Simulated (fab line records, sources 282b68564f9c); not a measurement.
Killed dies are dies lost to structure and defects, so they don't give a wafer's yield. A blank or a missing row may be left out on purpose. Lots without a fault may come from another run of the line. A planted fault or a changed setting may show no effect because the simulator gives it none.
A struck lot beside a sound one | flow rit_cmos | 14 steps out of a route of 202
Sound: wafers L478.1, L478.2, L478.3. Struck: wafers L480.3, L480.4, L480.5. The cause comes at the end.
At each step with rows: each side's tool, then ch and its chambers, then its first start. Under that, the readings that differ: sound wafers | struck wafers | difference of the means | sigmas: that difference in standard deviations of wafers without a fault.
alike: readings whose means differ by less than 2 such deviations, and words and numbers that are the same on both sides. not compared: withheld readings, readings that some wafer has no value for, bounds like >300 that may hide the same value, and numbers for which the record gives no deviation and whose values overlap.
The two part at a step that has a row with sigmas, a row that says differs or no value, or rows on one side only. Numbers that don't overlap but have no deviation are shown without sigmas and don't part them. A reading that every wafer of one side lacks parts them only if that side has two wafers or more.

first, 4 steps without rows for these wafers: RIT_NRETRO_SOFTBAKE_02 (time 60 s); RIT_NRETRO_EXPOSE_03 (exposes mask M4, target cd 43900 nm); RIT_NRETRO_PEB_04; RIT_NRETRO_DEVELOP_05 (develop time 68 s).
RIT_NRETRO_OVL_MEAS_06:
  sound on overlay-02, day 2 23:10; struck on overlay-02, day 3 07:28
  alike: NRETRO_OVL
then, 2 steps without rows for these wafers: RIT_NRETRO_HARDBAKE_07 (time 120 s); RIT_NRETRO_IMPLANT_08.
RIT_NRETRO_STRIP_09: strips in O2, time 180 s.
  sound on plasma_asher-03 ch 0,1, day 2 23:35; struck on plasma_asher-02 ch 0,1, day 3 07:57
  reading                     | sound       | struck      | difference | sigmas
  drypump_motor_current_A (A) | 4.7 5.7 4.7 | 5.7 6.4 6.4 | +1.1       | +2
  not compared: rf_hours_counter_h
RIT_NRETRO_TW_MEAS_10:
  sound on film_metro-03, day 2 23:46; struck on film_metro-02, day 3 08:05
  alike: NRETRO_TW
then, 3 steps without rows for these wafers: RIT_PRETRO_HMDS_00 (prime time 60 s); RIT_PRETRO_COAT_01 (resist thk 1300 nm); RIT_PRETRO_SOFTBAKE_02 (time 60 s).
RIT_PRETRO_EXPOSE_03: exposes mask M5, target cd 43700 nm.
  sound on iline_stepper-01 ch 0, day 3 00:24; struck on iline_stepper-02, day 3 08:44
  no value came back on the struck wafers for exposure_dose_mJ_cm2, focus_offset_nm (nm); on the sound wafers exposure_dose_mJ_cm2 reads 250.03 250.26 250.15
  alike: mask
then, 1 step without rows for these wafers: RIT_PRETRO_PEB_04.

WHERE THEY PART
First at RIT_NRETRO_STRIP_09; last, within this record, at RIT_PRETRO_EXPOSE_03.

WHY: what the simulator had put in
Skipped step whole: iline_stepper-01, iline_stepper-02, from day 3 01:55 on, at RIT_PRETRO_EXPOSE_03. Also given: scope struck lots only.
